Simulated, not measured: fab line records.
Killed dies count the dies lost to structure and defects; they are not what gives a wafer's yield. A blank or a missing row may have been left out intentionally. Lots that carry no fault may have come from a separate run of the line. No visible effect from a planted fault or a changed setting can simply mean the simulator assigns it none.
fab line records    flow rit-cmos
record lots=14  wafers=42  last-day=7
route steps=202 shown GATE@82
lots that met no fault: from a run of the same line without faults
start-h: hours from the record's opening day to when the first of the lot's shown wafers began    wait-h: hours from the lot's prior step to this one    " repeats the value in the row above    L1.1+2: one row covering several wafers at once    - value missing, or start not given    * or withheld: withheld    < > ~ a bound
route shown NAME@n: NAME is a module with steps in the file, n the number in the route of the first one    usual: mean and standard deviation over wafers with no fault    same: alike in all rows    chamber/n: place in a boat    sites: each site's reading    _std_site: standard deviation across them    _edge_site: outer sites' mean less inner sites'    radius-mm: how far each site lies from the wafer's centre    mask NAME#n: copy n    behind: tool/chamber where the wafer was last shaped    hold: why the lot went on hold/how many hours it stayed there/how the hold came to an end    device: the transistor (n, p or np) that didn't switch    end of line: tests of these same wafers at the route's end    a step without rows: its recipe alone    killed: not the wafer's yield, but the dies lost to structure and defects at the first sort    map: the dies of a wafer, with x for killed, . for not killed, _ for no die there
set.NAME: the run value of the setting; set.NAME@STEP: its run value at that earlier step    model.NAME: the simulator's own value behind a step, which no gauge read
route steps across a sampled set of lots; one table per step, one row per wafer
services: when a tool's chamber went out of use (start-h, in hours from the record's first day, below 0 if earlier), for how many hours, and the reason
## steps
# step RIT_GATE_ANNEAL_06
# recipe temp-c=900  time-s=600  ambient=N2O
# usual run-length-s=868/5.2  spike-tc-centre-C=902.1/1.1  zone-power-source-pct=25.7/3
lot.wafer  tool        chamber  start-h  wait-h  run-length-s  spike-tc-centre-C  zone-power-source-pct
L697.3     furnace-01  0        37.58    0.7     861           903.0              22.5
L697.5     "           0        "        "       861           901.1              22.9
L697.6     "           0        "        "       861           904.1              22.5
L698.1     furnace-01  0        40.38    0.5     866           903.0              22.4
L698.5     "           0        "        "       866           903.1              22.4
L698.6     "           0        "        "       866           902.8              22.4
L701.2     furnace-03  0        60.06    0.5     871           903.0              29.5
L701.3     "           0        "        "       871           902.7              29.9
L701.4     "           0        "        "       871           901.7              29.7
L702.2     furnace-01  0        63.54    2.9     866           902.8              22.4
L702.4     "           0        "        "       866           902.0              22.7
L702.5     "           0        "        "       866           901.0              22.3
L703.3     furnace-02  0        66.24    0.0     872           903.4              26.9
L703.4     "           0        "        "       872           902.0              27.6
L703.6     "           0        "        "       872           899.8              27.5
L707.3     furnace-01  -        87.11    1.9     -             -                  -
L707.4     "           -        "        "       -             -                  -
L707.5     "           -        "        "       -             -                  -
L708.2     furnace-02  -        90.09    0.0     -             -                  -
L708.3     "           -        "        "       -             -                  -
L708.5     "           -        "        "       -             -                  -
L714.2     furnace-01  0        118.04   0.0     862           903.9              22.8
L714.3     "           0        "        "       862           901.1              22.2
L714.4     "           0        "        "       862           901.9              22.6
L715.1     furnace-02  0        124.44   1.3     877           903.5              27.1
L715.4     "           0        "        "       877           902.7              27.8
L715.5     "           0        "        "       877           901.3              27.1
L716.1     furnace-01  0        129.30   0.0     862           899.8              22.7
L716.3     "           0        "        "       862           903.4              22.7
L716.6     "           0        "        "       862           902.1              22.3
L717.2     furnace-02  0        133.83   1.0     865           902.2              27.6
L717.5     "           0        "        "       865           903.4              26.7
L717.6     "           0        "        "       865           901.8              27.7
L718.3     furnace-02  0        141.13   1.5     866           903.6              27.8
L718.4     "           0        "        "       866           901.7              27.1
L718.6     "           0        "        "       866           902.2              27.5
L719.1     furnace-03  0        145.38   1.3     872           901.8              29.3
L719.4     "           0        "        "       872           902.0              29.3
L719.6     "           0        "        "       872           902.9              29.6
L720.1     furnace-03  0        149.20   0.0     877           902.7              29.5
L720.2     "           0        "        "       877           901.7              29.8
L720.6     "           0        "        "       877           902.5              30.2
## services
tool        chamber  start-h  hours  kind
furnace-01  -        60.62    2.9    pm
furnace-03  -        63.56    3.9    pm
furnace-02  -        79.21    3.8    pm
furnace-01  -        133.37   13.4   pm
## key
first-sign step=RIT_GATE_ANNEAL_06  reading=tool-record  direction=missing
effect none on later readings
met-at RIT_GATE_ANNEAL_06
struck-lots L707,L708
later-rows-left-out L707.3,L707.4,L707.5,L708.2,L708.3,L708.5
sort-left-out L707.3,L707.4,L707.5,L708.2,L708.3,L708.5
tester-left-out L707,L708
onset-between 66.24 87.11
fault kind=skipped-step-whole  tool=furnace-01,furnace-02  chamber=-  onset-h=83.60  steps=RIT_GATE_ANNEAL_06  scope=struck-lots-only
# tester-left-out: of these lots the tester's yield and bins aren't shown, on N5 and GAA mostly nor the transistor test; their killed dies are dies lost to structure and defects alone, not to doping, threshold or leakage, so they don't give the yield
# sort-left-out: the simulated sort isn't trusted on such a fault, so these wafers' sort isn't shown, and their yield isn't known
# later-rows-left-out: the simulator's readings of these wafers behind a module that went badly wrong aren't trusted and aren't shown, but for the sort
